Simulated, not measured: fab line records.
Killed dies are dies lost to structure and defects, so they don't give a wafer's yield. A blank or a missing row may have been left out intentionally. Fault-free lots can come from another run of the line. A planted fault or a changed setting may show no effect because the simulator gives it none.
Which tool did it? -- flow berkeley_cmos170 -- Sampling: 14 lots, 42 wafers, 2 of 331 route steps

== WHAT EACH GAUGE READ, for each wafer ==
UCB170_NSD_CD_MEAS_06: target cd 1200 nm. Usual: 1200.4 nm for cd_nm, sd 1.1.
lot,measured,on,cd_nm (nm),flag
L841,day 8 07:50,cd_sem-02,1199.4 1199.1 1200.7,
L842,day 8 08:23,cd_sem-01,1199.8 1201.6 1201.4,
L844,day 8 08:17,cd_sem-02,1201.9 1201.9 1202.2,
L846,day 9 19:39,cd_sem-01,1199.8 1200.3 1199.2,
L848,day 9 19:58,cd_sem-02,1199.8 1200.7 1200.2,
L849,day 9 20:14,cd_sem-01,1181.2 1182.4 1182.5,OFF
L847,day 9 20:26,cd_sem-02,1201.5 1201.6 1200.4,
L853,day 10 05:56,cd_sem-01,1179.3 1177.9 1179.6,OFF
L857,day 12 00:41,cd_sem-02,1199.2 1199.1 1199.0,
L859,day 12 01:00,cd_sem-01,1200.4 1200.2 1199.9,
L858,day 12 01:19,cd_sem-01,1200.8 1199.7 1201.6,
L862,day 12 08:33,cd_sem-01,1199.9 1201.8 1201.3,
L863,day 12 08:38,cd_sem-02,1199.8 1200.7 1201.5,
L864,day 13 04:34,cd_sem-01,1200.6 1201.0 1199.9,

== WHICH TOOL RAN EACH LOT (tool, then ch and the chambers of the sampled wafers, then the start) ==
lot,UCB170_NSD_PEB_04
L841,"litho_track-03 ch 0, day 8 07:00"
L842,"litho_track-02 ch 0, day 8 08:00"
L844,"litho_track-04 ch 0, day 8 08:00"
L846,"litho_track-04 ch 0, day 9 19:23"
L848,"litho_track-03 ch 0, day 9 19:41"
L849,"litho_track-04 ch 0, day 9 19:59"
L847,"litho_track-02 ch 0, day 9 20:10"
L853,"litho_track-04 ch 0, day 10 05:40"
L857,"litho_track-03 ch 0, day 12 00:25"
L859,"litho_track-02 ch 0, day 12 00:43"
L858,"litho_track-02 ch 0, day 12 01:02"
L862,"litho_track-03 ch 0, day 12 08:13"
L863,"litho_track-02 ch 0, day 12 08:22"
L864,"litho_track-03 ch 0, day 13 04:18"
- UCB170_NSD_PEB_04

== AS READ BY THE TOOLS THEMSELVES (means over the sampled wafers that have a number; for cases with no such wafer, the mark the record gives instead) ==
UCB170_NSD_PEB_04. Usual: chill_plate_temp_C 22.99 C, standard deviation 0.11; heater_power_total_W 56.80 W, standard deviation 0.04; plate_temp_C 130.01 C, standard deviation 0.13.
lot,tool,chill_plate_temp_C (C),heater_power_total_W (W),plate_temp_C (C),flag
L841,litho_track-03,22.92,56.82,130.13,
L842,litho_track-02,22.94,56.81,129.96,
L844,litho_track-04,22.88,56.78,129.90,
L846,litho_track-04,22.86,56.82,130.09,
L848,litho_track-03,23.10,56.83,130.20,
L849,litho_track-04,22.82,55.33,127.30,OFF
L847,litho_track-02,23.12,56.79,129.90,
L853,litho_track-04,23.07,55.31,127.53,OFF
L857,litho_track-03,23.07,56.77,130.07,
L859,litho_track-02,23.09,56.80,130.02,
L858,litho_track-02,22.93,56.75,130.03,
L862,litho_track-03,23.02,56.83,130.00,
L863,litho_track-02,23.05,56.81,130.01,
L864,litho_track-03,23.03,56.78,130.00,

== THE ANSWER, worked out from the rows above alone ==
Rule: take the mean of a lot's wafers that have a number; if it is more than 3 standard deviations from the usual mean, the lot is off. A lot without any number at a reading at which 4 lots or more have one is off too. The other lots that the step has rows for count as sound. The gauges are gone through in route order, then the tools' own readings, and for those a lot's mean is taken as printed above. At the first step where some lot is off, the reading lying furthest off is the one used; lots without a number count as furthest.
Off, at UCB170_NSD_CD_MEAS_06 on cd_nm: L849, L853.
If a tool, at a process step before that reading, ran all the lots that are off and no sound lot after the first of them, it fits. The gauges at UCB170_NSD_CD_MEAS_06 aren't tried: what is off there is off at UCB170_NSD_PEB_04 too, on other tools, and a gauge's error can't cause that. One fits: UCB170_NSD_PEB_04 on litho_track-04. A fault onset in the window from L846 (day 9 19:23, its last sound lot) to L849 (day 9 19:59, its first lot off) fits.
The tool's own readings at UCB170_NSD_PEB_04 bear it out: on the lots that are off they differ by more than 5 times the standard deviation of the sound lots' means. heater_power_total_W reads 55.32 W there against 56.80 W on the sound lots; plate_temp_C reads 127.41 C there against 130.03 C on the sound lots.

== WHAT THE SIMULATOR HAD PUT IN ==
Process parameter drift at UCB170_NSD_PEB_04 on litho_track-04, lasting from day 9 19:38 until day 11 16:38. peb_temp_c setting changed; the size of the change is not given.
Shown lots that were struck: L849, L853. The same result came from the rule above.
